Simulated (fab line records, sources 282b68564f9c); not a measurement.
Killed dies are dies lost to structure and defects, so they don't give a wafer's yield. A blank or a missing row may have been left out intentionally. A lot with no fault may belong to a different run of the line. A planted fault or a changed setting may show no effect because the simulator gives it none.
fab line records :: flow rit_cmos
[record]
  lots = 7
  wafers = 21
  last_day = 7
route steps=202 shown ACTIVE@15 GATE@83 NLDD@109 M1@202
lots that met no fault: from a run of the same line without faults
start_h: hours from the record's first day to the start of the lot's first wafer shown :: wait_h: hours elapsed since this lot's preceding step :: " as in the row above :: L1.1+2: several wafers, shown together as one row :: - no value, or no start given :: * or withheld: withheld :: < > ~ a bound
route shown NAME@n: a module of which the file shows steps, and the number in the route of the first :: usual: average and standard deviation across the fault-free wafers :: same: alike in all rows :: chamber/n: place in a boat :: sites: per-site readings :: _std_site: how widely they spread, as a standard deviation :: _edge_site: outer sites' mean less inner sites' :: radius_mm: how far each site lies from the wafer's centre :: mask NAME#n: copy n :: behind: tool/chamber where the wafer was last shaped :: hold: reason for holding the lot/hours on hold/outcome of the hold :: device: the transistor (n, p or np) that didn't switch :: end of line: the tests these same wafers got at the end of their route :: where a step has no rows: the recipe by itself :: killed: not the wafer's yield, but the dies lost to structure and defects at the first sort :: map: a wafer's dies, marking killed ones x, the rest . and places with no die _
set.NAME: the setting as run; set.NAME@STEP: as run at that earlier step :: model.NAME: the simulator's own value behind a step, which no gauge read
a sample of lots followed through the steps of the route, with each step as a table and each wafer as a row
services: from which hour (start_h, from the record's first day; less than 0 if before it) a tool's chamber was out of use, for how many hours, and why
[[steps]]
[step RIT_ACTIVE_STRIP_14]
[recipe]
  chemistry = O2
  time_s = 180
  resist = NOVOLAK
  platen_temp_c = withheld
  power_w = 500
  pressure_mtorr = 4000
  o2_flow_sccm = 4000
[usual]
  drypump_motor_current_A = 5.7/0.35
[same]
  time_s = 180
lot.wafer: L394.1
tool: plasma_asher-01
chamber: 1
start_h: 16.22
wait_h: 0.1
drypump_motor_current_A: 6.2
rf_hours_counter_h: 37

lot.wafer: L394.2
tool: plasma_asher-01
chamber: 0
start_h: 16.22
wait_h: 0.1
drypump_motor_current_A: 5.5
rf_hours_counter_h: 37

lot.wafer: L394.5
tool: plasma_asher-01
chamber: 0
start_h: 16.22
wait_h: 0.1
drypump_motor_current_A: 5.5
rf_hours_counter_h: -

lot.wafer: L395.2
tool: plasma_asher-02
chamber: 1
start_h: 20.68
wait_h: 0.1
drypump_motor_current_A: 5.5
rf_hours_counter_h: 36

lot.wafer: L395.3
tool: plasma_asher-02
chamber: 0
start_h: 20.68
wait_h: 0.1
drypump_motor_current_A: 6.1
rf_hours_counter_h: -

lot.wafer: L395.5
tool: plasma_asher-02
chamber: 1
start_h: 20.68
wait_h: 0.1
drypump_motor_current_A: 5.5
rf_hours_counter_h: -

lot.wafer: L396.1
tool: plasma_asher-01
chamber: 1
start_h: 25.55
wait_h: 0.1
drypump_motor_current_A: 6.2
rf_hours_counter_h: 38

lot.wafer: L396.3
tool: plasma_asher-01
chamber: 0
start_h: 25.55
wait_h: 0.1
drypump_motor_current_A: 5.5
rf_hours_counter_h: -

lot.wafer: L396.5
tool: plasma_asher-01
chamber: 0
start_h: 25.55
wait_h: 0.1
drypump_motor_current_A: 5.5
rf_hours_counter_h: -

lot.wafer: L406.3
tool: plasma_asher-02
chamber: 1
start_h: 75.48
wait_h: 0.1
drypump_motor_current_A: 5.5
rf_hours_counter_h: -

lot.wafer: L406.4
tool: plasma_asher-02
chamber: 0
start_h: 75.48
wait_h: 0.1
drypump_motor_current_A: 6.1
rf_hours_counter_h: -

lot.wafer: L406.5
tool: plasma_asher-02
chamber: 0
start_h: 75.48
wait_h: 0.1
drypump_motor_current_A: 6.1
rf_hours_counter_h: -

lot.wafer: L408.2
tool: plasma_asher-01
chamber: 0
start_h: 84.97
wait_h: 0.1
drypump_motor_current_A: 5.5
rf_hours_counter_h: 45

lot.wafer: L408.3
tool: plasma_asher-01
chamber: 0
start_h: 84.97
wait_h: 0.1
drypump_motor_current_A: 5.5
rf_hours_counter_h: -

lot.wafer: L408.5
tool: plasma_asher-01
chamber: 1
start_h: 84.97
wait_h: 0.1
drypump_motor_current_A: 6.2
rf_hours_counter_h: -

lot.wafer: L410.2
tool: plasma_asher-04
chamber: 1
start_h: 95.89
wait_h: 0.1
drypump_motor_current_A: 5.3
rf_hours_counter_h: 30

lot.wafer: L410.4
tool: plasma_asher-04
chamber: 0
start_h: 95.89
wait_h: 0.1
drypump_motor_current_A: 5.5
rf_hours_counter_h: -

lot.wafer: L410.6
tool: plasma_asher-04
chamber: 0
start_h: 95.89
wait_h: 0.1
drypump_motor_current_A: 5.5
rf_hours_counter_h: -

lot.wafer: L415.2
tool: plasma_asher-02
chamber: 0
start_h: 119.84
wait_h: 0.1
drypump_motor_current_A: 6.1
rf_hours_counter_h: 47

lot.wafer: L415.3
tool: plasma_asher-02
chamber: 1
start_h: 119.84
wait_h: 0.1
drypump_motor_current_A: 5.5
rf_hours_counter_h: -

lot.wafer: L415.4
tool: plasma_asher-02
chamber: 0
start_h: 119.84
wait_h: 0.1
drypump_motor_current_A: 6.1
rf_hours_counter_h: -
[step RIT_ACTIVE_CD_MEAS_90]
[recipe]
  target_cd_nm = 1400
[usual]
  cd_nm = 1399.6/2.3
lot.wafer: L394.1
tool: cd_sem-01
chamber: -
start_h: 16.39
wait_h: 0.1
cd_nm: 1399.3

lot.wafer: L394.2
tool: cd_sem-01
chamber: -
start_h: 16.39
wait_h: 0.1
cd_nm: 1400.1

lot.wafer: L394.5
tool: cd_sem-01
chamber: -
start_h: 16.39
wait_h: 0.1
cd_nm: 1400.9

lot.wafer: L395.2
tool: cd_sem-02
chamber: -
start_h: 20.87
wait_h: 0.1
cd_nm: 1402.2

lot.wafer: L395.3
tool: cd_sem-02
chamber: -
start_h: 20.87
wait_h: 0.1
cd_nm: 1399.6

lot.wafer: L395.5
tool: cd_sem-02
chamber: -
start_h: 20.87
wait_h: 0.1
cd_nm: 1403.2

lot.wafer: L396.1
tool: cd_sem-02
chamber: -
start_h: 25.73
wait_h: 0.1
cd_nm: 1399.7

lot.wafer: L396.3
tool: cd_sem-02
chamber: -
start_h: 25.73
wait_h: 0.1
cd_nm: 1397.2

lot.wafer: L396.5
tool: cd_sem-02
chamber: -
start_h: 25.73
wait_h: 0.1
cd_nm: 1397.1

lot.wafer: L406.3
tool: cd_sem-02
chamber: -
start_h: 75.63
wait_h: 0.1
cd_nm: 1399.5

lot.wafer: L406.4
tool: cd_sem-02
chamber: -
start_h: 75.63
wait_h: 0.1
cd_nm: 1398.0

lot.wafer: L406.5
tool: cd_sem-02
chamber: -
start_h: 75.63
wait_h: 0.1
cd_nm: 1399.4

lot.wafer: L408.2
tool: cd_sem-01
chamber: -
start_h: 85.16
wait_h: 0.1
cd_nm: 1405.8

lot.wafer: L408.3
tool: cd_sem-01
chamber: -
start_h: 85.16
wait_h: 0.1
cd_nm: 1403.5

lot.wafer: L408.5
tool: cd_sem-01
chamber: -
start_h: 85.16
wait_h: 0.1
cd_nm: 1404.6

lot.wafer: L410.2
tool: cd_sem-02
chamber: -
start_h: 96.09
wait_h: 0.1
cd_nm: 1395.6

lot.wafer: L410.4
tool: cd_sem-02
chamber: -
start_h: 96.09
wait_h: 0.1
cd_nm: 1395.8

lot.wafer: L410.6
tool: cd_sem-02
chamber: -
start_h: 96.09
wait_h: 0.1
cd_nm: 1399.2

lot.wafer: L415.2
tool: cd_sem-01
chamber: -
start_h: 120.04
wait_h: 0.1
cd_nm: 1398.4

lot.wafer: L415.3
tool: cd_sem-01
chamber: -
start_h: 120.04
wait_h: 0.1
cd_nm: 1396.4

lot.wafer: L415.4
tool: cd_sem-01
chamber: -
start_h: 120.04
wait_h: 0.1
cd_nm: 1398.3
[step RIT_GATE_THK_MEAS_07]
[recipe]
  reads = SiO2_of_GATE_OXIDATION_05
[usual]
  GATE_OXIDE_THK = 3.01/0.056
lot.wafer: L394.1
tool: film_metro-01
chamber: -
start_h: 35.07
wait_h: 0.0
GATE_OXIDE_THK[nm]: 2.97

lot.wafer: L394.2
tool: film_metro-01
chamber: -
start_h: 35.07
wait_h: 0.0
GATE_OXIDE_THK[nm]: 2.90

lot.wafer: L394.5
tool: film_metro-01
chamber: -
start_h: 35.07
wait_h: 0.0
GATE_OXIDE_THK[nm]: 2.96

lot.wafer: L395.2
tool: film_metro-02
chamber: -
start_h: 40.03
wait_h: 0.0
GATE_OXIDE_THK[nm]: 2.98

lot.wafer: L395.3
tool: film_metro-02
chamber: -
start_h: 40.03
wait_h: 0.0
GATE_OXIDE_THK[nm]: 2.94

lot.wafer: L395.5
tool: film_metro-02
chamber: -
start_h: 40.03
wait_h: 0.0
GATE_OXIDE_THK[nm]: 2.99

lot.wafer: L396.1
tool: film_metro-01
chamber: -
start_h: 44.14
wait_h: 0.0
GATE_OXIDE_THK[nm]: 3.07

lot.wafer: L396.3
tool: film_metro-01
chamber: -
start_h: 44.14
wait_h: 0.0
GATE_OXIDE_THK[nm]: 3.03

lot.wafer: L396.5
tool: film_metro-01
chamber: -
start_h: 44.14
wait_h: 0.0
GATE_OXIDE_THK[nm]: 3.03

lot.wafer: L406.3
tool: film_metro-02
chamber: -
start_h: 93.70
wait_h: 0.0
GATE_OXIDE_THK[nm]: 3.82

lot.wafer: L406.4
tool: film_metro-02
chamber: -
start_h: 93.70
wait_h: 0.0
GATE_OXIDE_THK[nm]: 3.79

lot.wafer: L406.5
tool: film_metro-02
chamber: -
start_h: 93.70
wait_h: 0.0
GATE_OXIDE_THK[nm]: 3.89

lot.wafer: L408.2
tool: film_metro-02
chamber: -
start_h: 103.34
wait_h: 0.0
GATE_OXIDE_THK[nm]: 3.95

lot.wafer: L408.3
tool: film_metro-02
chamber: -
start_h: 103.34
wait_h: 0.0
GATE_OXIDE_THK[nm]: 3.96

lot.wafer: L408.5
tool: film_metro-02
chamber: -
start_h: 103.34
wait_h: 0.0
GATE_OXIDE_THK[nm]: 3.92

lot.wafer: L410.2
tool: film_metro-03
chamber: -
start_h: 113.79
wait_h: 0.0
GATE_OXIDE_THK[nm]: 3.00

lot.wafer: L410.4
tool: film_metro-03
chamber: -
start_h: 113.79
wait_h: 0.0
GATE_OXIDE_THK[nm]: 3.06

lot.wafer: L410.6
tool: film_metro-03
chamber: -
start_h: 113.79
wait_h: 0.0
GATE_OXIDE_THK[nm]: 2.99

lot.wafer: L415.2
tool: film_metro-01
chamber: -
start_h: 138.37
wait_h: 0.0
GATE_OXIDE_THK[nm]: 3.00

lot.wafer: L415.3
tool: film_metro-01
chamber: -
start_h: 138.37
wait_h: 0.0
GATE_OXIDE_THK[nm]: 3.01

lot.wafer: L415.4
tool: film_metro-01
chamber: -
start_h: 138.37
wait_h: 0.0
GATE_OXIDE_THK[nm]: 3.02
[step RIT_NLDD_OVL_MEAS_06]
[usual]
  NLDD_OVL = 0.2/1.5
lot.wafer: L394.1
tool: overlay-01
chamber: -
start_h: 42.80
wait_h: -
NLDD_OVL[nm]: 3.0

lot.wafer: L394.2
tool: overlay-01
chamber: -
start_h: 42.80
wait_h: -
NLDD_OVL[nm]: 3.4

lot.wafer: L394.5
tool: overlay-01
chamber: -
start_h: 42.80
wait_h: -
NLDD_OVL[nm]: 2.5

lot.wafer: L395.2
tool: overlay-01
chamber: -
start_h: 47.20
wait_h: -
NLDD_OVL[nm]: -0.8

lot.wafer: L395.3
tool: overlay-01
chamber: -
start_h: 47.20
wait_h: -
NLDD_OVL[nm]: -1.5

lot.wafer: L395.5
tool: overlay-01
chamber: -
start_h: 47.20
wait_h: -
NLDD_OVL[nm]: -0.4

lot.wafer: L396.1
tool: overlay-01
chamber: -
start_h: 51.51
wait_h: -
NLDD_OVL[nm]: 0.1

lot.wafer: L396.3
tool: overlay-01
chamber: -
start_h: 51.51
wait_h: -
NLDD_OVL[nm]: -0.8

lot.wafer: L396.5
tool: overlay-01
chamber: -
start_h: 51.51
wait_h: -
NLDD_OVL[nm]: 1.0

lot.wafer: L406.3
tool: overlay-02
chamber: -
start_h: 101.47
wait_h: -
NLDD_OVL[nm]: -0.9

lot.wafer: L406.4
tool: overlay-02
chamber: -
start_h: 101.47
wait_h: -
NLDD_OVL[nm]: 0.7

lot.wafer: L406.5
tool: overlay-02
chamber: -
start_h: 101.47
wait_h: -
NLDD_OVL[nm]: 0.3

lot.wafer: L408.2
tool: overlay-02
chamber: -
start_h: 112.01
wait_h: -
NLDD_OVL[nm]: -0.3

lot.wafer: L408.3
tool: overlay-02
chamber: -
start_h: 112.01
wait_h: -
NLDD_OVL[nm]: -2.8

lot.wafer: L408.5
tool: overlay-02
chamber: -
start_h: 112.01
wait_h: -
NLDD_OVL[nm]: -1.1

lot.wafer: L410.2
tool: overlay-01
chamber: -
start_h: 121.37
wait_h: -
NLDD_OVL[nm]: 1.3

lot.wafer: L410.4
tool: overlay-01
chamber: -
start_h: 121.37
wait_h: -
NLDD_OVL[nm]: 0.3

lot.wafer: L410.6
tool: overlay-01
chamber: -
start_h: 121.37
wait_h: -
NLDD_OVL[nm]: 0.2

lot.wafer: L415.2
tool: overlay-02
chamber: -
start_h: 145.76
wait_h: -
NLDD_OVL[nm]: -1.2

lot.wafer: L415.3
tool: overlay-02
chamber: -
start_h: 145.76
wait_h: -
NLDD_OVL[nm]: -2.4

lot.wafer: L415.4
tool: overlay-02
chamber: -
start_h: 145.76
wait_h: -
NLDD_OVL[nm]: -2.1
[step RIT_M1_PROBE_99]
[usual]
  killed_at_M0_to_M3 = 0.0/0.083
  killed_at_contacts = 0.1/0.31
  killed_at_front_end = 7/3.1
  killed_dies = 7/3.1
  killed_open = 3.3/1.9
  killed_short = 3.3/2
[same]
  gross_dies = 264
  killed_at_M4_up = 0
  killed_at_back_side = 0
  killed_at_other = 0
lot.wafer: L394.1
tool: prober-01
chamber: -
start_h: 63.05
wait_h: 0.1
killed_at_M0_to_M3: 0
killed_at_contacts: 1
killed_at_front_end: 10
killed_dies: 11
killed_open: 2
killed_short: 8

lot.wafer: L394.2
tool: prober-01
chamber: -
start_h: 63.10
wait_h: 0.1
killed_at_M0_to_M3: 0
killed_at_contacts: 1
killed_at_front_end: 5
killed_dies: 6
killed_open: 2
killed_short: 3

lot.wafer: L394.5
tool: prober-01
chamber: -
start_h: 63.25
wait_h: 0.2
killed_at_M0_to_M3: 0
killed_at_contacts: 0
killed_at_front_end: 6
killed_dies: 6
killed_open: 3
killed_short: 3

lot.wafer: L395.2
tool: prober-01
chamber: -
start_h: 63.72
wait_h: 0.1
killed_at_M0_to_M3: 0
killed_at_contacts: 0
killed_at_front_end: 5
killed_dies: 5
killed_open: 2
killed_short: 3

lot.wafer: L395.3
tool: prober-01
chamber: -
start_h: 63.77
wait_h: 0.2
killed_at_M0_to_M3: 0
killed_at_contacts: 0
killed_at_front_end: 5
killed_dies: 5
killed_open: 1
killed_short: 4

lot.wafer: L395.5
tool: prober-01
chamber: -
start_h: 63.87
wait_h: 0.2
killed_at_M0_to_M3: 0
killed_at_contacts: 0
killed_at_front_end: 9
killed_dies: 9
killed_open: 5
killed_short: 4

lot.wafer: L396.1
tool: prober-01
chamber: -
start_h: 66.98
wait_h: 0.1
killed_at_M0_to_M3: 0
killed_at_contacts: 0
killed_at_front_end: 5
killed_dies: 5
killed_open: 3
killed_short: 2

lot.wafer: L396.3
tool: prober-01
chamber: -
start_h: 67.08
wait_h: 0.2
killed_at_M0_to_M3: 0
killed_at_contacts: 0
killed_at_front_end: 6
killed_dies: 6
killed_open: 3
killed_short: 3

lot.wafer: L396.5
tool: prober-01
chamber: -
start_h: 67.18
wait_h: 0.2
killed_at_M0_to_M3: 0
killed_at_contacts: 0
killed_at_front_end: 10
killed_dies: 10
killed_open: 6
killed_short: 4

lot.wafer: L406.3
tool: prober-01
chamber: -
start_h: 117.29
wait_h: 0.2
killed_at_M0_to_M3: 0
killed_at_contacts: 0
killed_at_front_end: 7
killed_dies: 7
killed_open: 3
killed_short: 4

lot.wafer: L406.4
tool: prober-01
chamber: -
start_h: 117.34
wait_h: 0.2
killed_at_M0_to_M3: 1
killed_at_contacts: 0
killed_at_front_end: 10
killed_dies: 11
killed_open: 5
killed_short: 6

lot.wafer: L406.5
tool: prober-01
chamber: -
start_h: 117.39
wait_h: 0.2
killed_at_M0_to_M3: 0
killed_at_contacts: 0
killed_at_front_end: 4
killed_dies: 4
killed_open: 2
killed_short: 2

lot.wafer: L408.2
tool: prober-01
chamber: -
start_h: 127.65
wait_h: 0.1
killed_at_M0_to_M3: 0
killed_at_contacts: 0
killed_at_front_end: 8
killed_dies: 8
killed_open: 3
killed_short: 5

lot.wafer: L408.3
tool: prober-01
chamber: -
start_h: 127.70
wait_h: 0.2
killed_at_M0_to_M3: 0
killed_at_contacts: 0
killed_at_front_end: 8
killed_dies: 8
killed_open: 4
killed_short: 4

lot.wafer: L408.5
tool: prober-01
chamber: -
start_h: 127.80
wait_h: 0.2
killed_at_M0_to_M3: 0
killed_at_contacts: 0
killed_at_front_end: 7
killed_dies: 7
killed_open: 1
killed_short: 6

lot.wafer: L410.2
tool: prober-01
chamber: -
start_h: 137.53
wait_h: 0.1
killed_at_M0_to_M3: 0
killed_at_contacts: 0
killed_at_front_end: 4
killed_dies: 4
killed_open: 4
killed_short: 0

lot.wafer: L410.4
tool: prober-01
chamber: -
start_h: 137.63
wait_h: 0.2
killed_at_M0_to_M3: 0
killed_at_contacts: 0
killed_at_front_end: 8
killed_dies: 8
killed_open: 3
killed_short: 5

lot.wafer: L410.6
tool: prober-01
chamber: -
start_h: 137.73
wait_h: 0.2
killed_at_M0_to_M3: 0
killed_at_contacts: 0
killed_at_front_end: 7
killed_dies: 7
killed_open: 2
killed_short: 5

lot.wafer: L415.2
tool: prober-01
chamber: -
start_h: 161.50
wait_h: 0.1
killed_at_M0_to_M3: 0
killed_at_contacts: 0
killed_at_front_end: 4
killed_dies: 4
killed_open: 1
killed_short: 3

lot.wafer: L415.3
tool: prober-01
chamber: -
start_h: 161.55
wait_h: 0.2
killed_at_M0_to_M3: 0
killed_at_contacts: 0
killed_at_front_end: 6
killed_dies: 6
killed_open: 5
killed_short: 1

lot.wafer: L415.4
tool: prober-01
chamber: -
start_h: 161.60
wait_h: 0.2
killed_at_M0_to_M3: 0
killed_at_contacts: 0
killed_at_front_end: 1
killed_dies: 1
killed_open: 1
killed_short: 0
// killed by level:class
L394.1 GATE:geometric_particle:short=6 FOX2:geometric_particle:short=1 GATE:geometric_particle:open=1 SPACER:geometric_particle:short=1 SILICIDE:geometric_particle:open=1 CONTACT:coat_microbubble_printed=1
L394.2 FOX1:geometric_particle:open=1 FOX2:geometric_particle:short=1 GATE:geometric_particle:short=1 SPACER:geometric_particle:open=1 SILICIDE:geometric_particle:short=1 CONTACT:coat_microbubble_printed=1
L394.5 GATE:geometric_particle:short=2 FOX1:geometric_particle:short=1 FOX1:geometric_particle:open=1 SPACER:geometric_particle:open=1 SILICIDE:geometric_particle:open=1
L395.2 REOX:geometric_particle:open=2 FOX1:geometric_particle:short=1 GATE:geometric_particle:short=1 REOX:geometric_particle:short=1
L395.3 FOX1:geometric_particle:short=1 FOX1:geometric_particle:open=1 FOX2:geometric_particle:short=1 GATE:geometric_particle:short=1 SPACER:geometric_particle:short=1
L395.5 FOX1:geometric_particle:short=2 REOX:geometric_particle:open=2 SPACER:geometric_particle:open=2 FOX1:geometric_particle:open=1 GATE:geometric_particle:short=1 SPACER:geometric_particle:short=1
L396.1 FOX2:geometric_particle:short=2 GATE:geometric_particle:open=1 REOX:geometric_particle:open=1 SPACER:geometric_particle:open=1
L396.3 SILICIDE:geometric_particle:short=2 FOX1:geometric_particle:open=1 FOX2:geometric_particle:open=1 FOX2:geometric_particle:short=1 SILICIDE:geometric_particle:open=1
L396.5 GATE:geometric_particle:open=4 GATE:geometric_particle:short=3 FOX2:geometric_particle:open=1 SPACER:geometric_particle:short=1 SPACER:geometric_particle:open=1
L406.3 GATE:geometric_particle:short=3 REOX:geometric_particle:open=2 FOX1:geometric_particle:short=1 GATE:geometric_particle:open=1
L406.4 GATE:geometric_particle:open=3 SPACER:geometric_particle:short=2 ACTIVE:geometric_particle:short=1 GATE:geometric_particle:short=1 REOX:geometric_particle:short=1 REOX:geometric_particle:open=1 SILICIDE:geometric_particle:open=1 M1:geometric_particle:short=1
L406.5 ACTIVE:geometric_particle:short=1 GATE:geometric_particle:short=1 REOX:geometric_particle:open=1 SILICIDE:geometric_particle:open=1
L408.2 SPACER:geometric_particle:open=2 FOX1:geometric_particle:short=1 GATE:geometric_particle:short=1 REOX:geometric_particle:short=1 REOX:geometric_particle:open=1 SPACER:geometric_particle:short=1 SILICIDE:geometric_particle:short=1
L408.3 GATE:geometric_particle:open=2 SPACER:geometric_particle:short=2 SILICIDE:geometric_particle:open=2 GATE:geometric_particle:short=1 SILICIDE:geometric_particle:short=1
L408.5 GATE:geometric_particle:short=3 FOX1:geometric_particle:short=1 FOX2:geometric_particle:open=1 REOX:geometric_particle:short=1 SPACER:geometric_particle:short=1
L410.2 GATE:geometric_particle:open=2 FOX2:geometric_particle:open=1 SPACER:geometric_particle:open=1
L410.4 GATE:geometric_particle:short=4 GATE:geometric_particle:open=2 FOX1:geometric_particle:open=1 SILICIDE:geometric_particle:short=1
L410.6 FOX1:geometric_particle:short=2 GATE:geometric_particle:short=2 GATE:geometric_particle:open=1 REOX:geometric_particle:short=1 SILICIDE:geometric_particle:open=1
L415.2 FOX2:geometric_particle:short=1 GATE:geometric_particle:short=1 GATE:geometric_particle:open=1 SPACER:geometric_particle:short=1
L415.3 GATE:geometric_particle:open=3 SPACER:geometric_particle:open=2 GATE:geometric_particle:short=1
L415.4 FOX2:geometric_particle:open=1
[[services]]
tool: plasma_asher-04
chamber: -
start_h: 30.02
hours: 10.5
kind: repair

tool: plasma_asher-01
chamber: -
start_h: 48.14
hours: 0.6
kind: repair

tool: plasma_asher-01
chamber: -
start_h: 108.75
hours: 9.0
kind: pm

tool: plasma_asher-01
chamber: 0
start_h: 108.75
hours: 9.0
kind: vent_cycle

tool: plasma_asher-01
chamber: 1
start_h: 108.75
hours: 9.0
kind: vent_cycle

tool: plasma_asher-01
chamber: -
start_h: 111.80
hours: 4.2
kind: repair

tool: plasma_asher-01
chamber: 0
start_h: 117.75
hours: -
kind: clean

tool: plasma_asher-01
chamber: 1
start_h: 117.75
hours: -
kind: clean
[[key]]
[first_sign]
  step = RIT_GATE_THK_MEAS_07
  reading = GATE_OXIDE_THK
  direction = up
  sigmas = 16
  usual = 3.01
  struck = 3.89
effect none on later readings
met_at RIT_GATE_THK_MEAS_07
struck_lots L406,L408
tester_left_out L406,L408
not_acting_at RIT_ACTIVE_STRIP_14,RIT_ACTIVE_CD_MEAS_90,RIT_NLDD_OVL_MEAS_06
onset_between 40.03 93.70
[fault]
  kind = metrology_matching_offset
  tool = film_metro-02
  chamber = -
  onset_h = 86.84
  steps = RIT_GATE_THK_MEAS_07
  param = thk_nm
  offset = 0.8166
// tester_left_out: of these lots the tester's yield and bins aren't shown, on N5 and GAA mostly nor the transistor test; their killed dies are dies lost to structure and defects alone, not to doping, threshold or leakage, so they don't give the yield
